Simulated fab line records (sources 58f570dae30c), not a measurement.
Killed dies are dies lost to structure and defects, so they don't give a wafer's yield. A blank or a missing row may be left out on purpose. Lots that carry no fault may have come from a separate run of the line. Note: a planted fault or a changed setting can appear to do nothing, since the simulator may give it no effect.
Shared-tool check	flow berkeley cmos170	Sample size 14 lots and 42 wafers

## WHAT PROMPTED THE OPENING
At UCB170_NVT_TW_MEAS_09 the reading NVT_TW is flagged on 2 of 14 lots. Fault-free wafers read 522, with a standard deviation of 6.6.
Rule: a lot is flagged in two cases, either no wafer of it has a number, or all its wafers with numbers fall more than 4 standard deviations from that mean. As for the other lots, they are considered sound.

lot	measured	on	NVT_TW, wafer by wafer	flag
L894	day 6 11:57	film metro-04	530 528 532	
L896	day 7 00:00	film metro-04	527 527 528	
L895	day 7 00:17	film metro-02	518 517 518	
L897	day 7 09:59	film metro-04	526 526 527	
L900	day 7 16:58	film metro-02	518 518 520	
L902	day 8 13:44	film metro-02	516 518 516	
L905	day 9 07:43	film metro-03	575 571 569	FLAGGED
L906	day 9 08:10	film metro-02	577 580 577	FLAGGED
L910	day 10 19:00	film metro-03	510 510 511	
L912	day 10 19:22	film metro-04	533 529 529	
L911	day 10 19:38	film metro-04	527 528 527	
L913	day 11 01:47	film metro-04	526 529 524	
L914	day 11 01:53	film metro-04	529 531 527	
L915	day 11 14:43	film metro-02	520 519 517	
The mean of the flagged lots' numbers is 575, +53 from the usual (+8 standard deviations).

## TOOL THAT RAN EACH LOT
The record holds 1 process step before the reading, out of a route of 331 steps. In each cell: the tool, then ch and the chambers that the sampled wafers went through, then the start.
lot	flag	UCB170_NVT_IMPLANT_07
L894		implanter-02 ch 0, day 6 11:42
L896		implanter-03 ch 0, day 6 23:45
L895		implanter-01 ch 0, day 7 00:04
L897		implanter-01 ch 0, day 7 09:44
L900		implanter-02 ch 0, day 7 16:43
L902		implanter-02 ch 0, day 8 13:31
L905	FLAGGED	implanter-02 ch 0, day 9 07:29
L906	FLAGGED	implanter-02 ch 0, day 9 07:55
L910		implanter-03 ch 0, day 10 18:45
L912		implanter-01 ch 0, day 10 19:07
L911		implanter-03 ch 0, day 10 19:23
L913		implanter-01 ch 0, day 11 01:32
L914		implanter-03 ch 0, day 11 01:38
L915		implanter-03 ch 0, day 11 14:29
What the steps here do:
- UCB170_NVT_IMPLANT_07
- UCB170_NVT_TW_MEAS_09

## FLAGGED AGAINST TOTAL, ONE TOOL AT A TIME (gauges that did the reading follow at the end)
step	tool	lots run	flagged	share of the flagged lots	sound lots run after its first flagged lot
UCB170_NVT_IMPLANT_07	implanter-01	4	0	none	-
UCB170_NVT_IMPLANT_07	implanter-02	5	2	all	0
UCB170_NVT_IMPLANT_07	implanter-03	5	0	none	-
UCB170_NVT_TW_MEAS_09	film metro-02	5	1	some	1 (L915)
UCB170_NVT_TW_MEAS_09	film metro-03	2	1	some	1 (L910)
UCB170_NVT_TW_MEAS_09	film metro-04	7	0	none	-

## THE TABLE: WHAT IT ALLOWS
1 row of the table ran every flagged lot: implanter-02 at UCB170_NVT_IMPLANT_07.
- implanter-02 at UCB170_NVT_IMPLANT_07 ran 5 lots, 2 of them flagged. Its last sound lot is L902 (day 8 13:31), its first flagged lot L905 (day 9 07:29): a fault that began between those two fits. Its own readings lie more than 4 standard deviations out on every wafer of the flagged lots: dose ions cm2, faraday current uA.
One tool is left: implanter-02 at UCB170_NVT_IMPLANT_07.

## WHAT THE SIMULATOR HAD PUT IN
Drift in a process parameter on implanter-02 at UCB170_NVT_IMPLANT_07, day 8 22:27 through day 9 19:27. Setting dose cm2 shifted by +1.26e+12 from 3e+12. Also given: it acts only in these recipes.
Struck lots among those shown: L905, L906. The rule above reached the same finding.
